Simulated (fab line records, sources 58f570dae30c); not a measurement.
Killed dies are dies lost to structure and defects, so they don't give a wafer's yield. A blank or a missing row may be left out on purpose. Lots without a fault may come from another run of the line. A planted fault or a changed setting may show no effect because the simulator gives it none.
A struck lot beside a sound one | flow berkeley_cmos170 | 15 steps out of a route of 331
Sound: wafers L438.1, L438.2, L438.4. Struck: wafers L447.1, L447.3. The cause comes at the end.
At each step with rows: each side's tool, then ch and its chambers, then its first start. Under that, the readings that differ: sound wafers | struck wafers | difference of the means | sigmas: that difference in standard deviations of wafers without a fault.
alike: readings whose means differ by less than 2 such deviations, and words and numbers that are the same on both sides. not compared: withheld readings, readings that some wafer has no value for, bounds like >300 that may hide the same value, and numbers for which the record gives no deviation and whose values overlap.
The two part at a step that has a row with sigmas, a row that says differs or no value, or rows on one side only. Numbers that don't overlap but have no deviation are shown without sigmas and don't part them. A reading that every wafer of one side lacks parts them only if that side has two wafers or more.

UCB170_V2_ETCH_14: etches SiO2 in CHF3/CF4/Ar, stops on Al, target depth 1250 nm, time 291 s.
  sound on rie_diel-04 ch 1,2,3, day 9 11:59; struck on rie_diel-04 ch 0,3, day 12 01:59
  alike: drypump_motor_current_A, oes_product_au, throttle_valve_pct
  not compared: rf_hours_counter_h
UCB170_V2_STRIP_15: strips in O2.
  sound on plasma_asher-03 ch 0,1, day 9 12:10; struck on plasma_asher-03 ch 0, day 12 02:10
  alike: drypump_motor_current_A, oes_product_au, strip_time_to_endpoint_s
  not compared: rf_hours_counter_h
UCB170_V2_CD_MEAS_90: target cd 700 nm.
  sound on cd_sem-02, day 9 12:16; struck on cd_sem-02, day 12 02:16
  alike: cd_nm
then, 1 step without rows for these wafers: UCB170_M3_PRE_CLEAN_00 (preclean etch time 60 s).
UCB170_M3_SPUTTER_01: material Al, target thk 900 nm, time 120 s.
  sound on pvd_sputter-03, day 9 12:26; struck on pvd_sputter-03, day 12 02:28
  alike: chamber_pressure_pa, throttle_valve_pct
UCB170_M3_RS_MEAS_02: measures by four-point-probe.
  sound on film_metro-03, day 9 12:32; struck on film_metro-03, day 12 02:32
  alike: M3_AL_RS
UCB170_M3_THK_MEAS_03: measures by xrf.
  sound on film_metro-03, day 9 12:39; struck on film_metro-03, day 12 02:40
  alike: M3_AL_THK
then, 3 steps without rows for these wafers: UCB170_M3_HMDS_04 (prime time 60 s); UCB170_M3_COAT_05 (resist thk 900 nm); UCB170_M3_SOFTBAKE_06 (time 60 s).
UCB170_M3_STRIP_07: strips in O2.
  sound on plasma_asher-02 ch 0,1, day 9 13:10; struck on plasma_asher-01 ch 0,1, day 12 03:10
  alike: drypump_motor_current_A, oes_product_au, strip_time_to_endpoint_s
  not compared: rf_hours_counter_h
then, 1 step without rows for these wafers: UCB170_M3_STRIP_08 (strips KrF in DMSO, time 600 s).
UCB170_M3_COAT_09:
  sound on litho_track-01 ch 0, day 9 13:26; struck on litho_track-03 ch 0, day 12 04:25
  reading              | sound                | struck        | difference | sigmas
  spin_speed_rpm (rpm) | 2999.1 3000.5 2999.9 | 3316.8 3317.2 | +317.2     | +99 or more
then, 1 step without rows for these wafers: UCB170_M3_COAT_10 (resist thk 900 nm).
UCB170_M3_PROBE_99:
  the record has rows for the struck wafers here (prober-01, day 12 06:36) and none for the sound ones

WHERE THEY PART
First at UCB170_M3_COAT_09; last, within this record, at UCB170_M3_PROBE_99.

WHY: what the simulator had put in
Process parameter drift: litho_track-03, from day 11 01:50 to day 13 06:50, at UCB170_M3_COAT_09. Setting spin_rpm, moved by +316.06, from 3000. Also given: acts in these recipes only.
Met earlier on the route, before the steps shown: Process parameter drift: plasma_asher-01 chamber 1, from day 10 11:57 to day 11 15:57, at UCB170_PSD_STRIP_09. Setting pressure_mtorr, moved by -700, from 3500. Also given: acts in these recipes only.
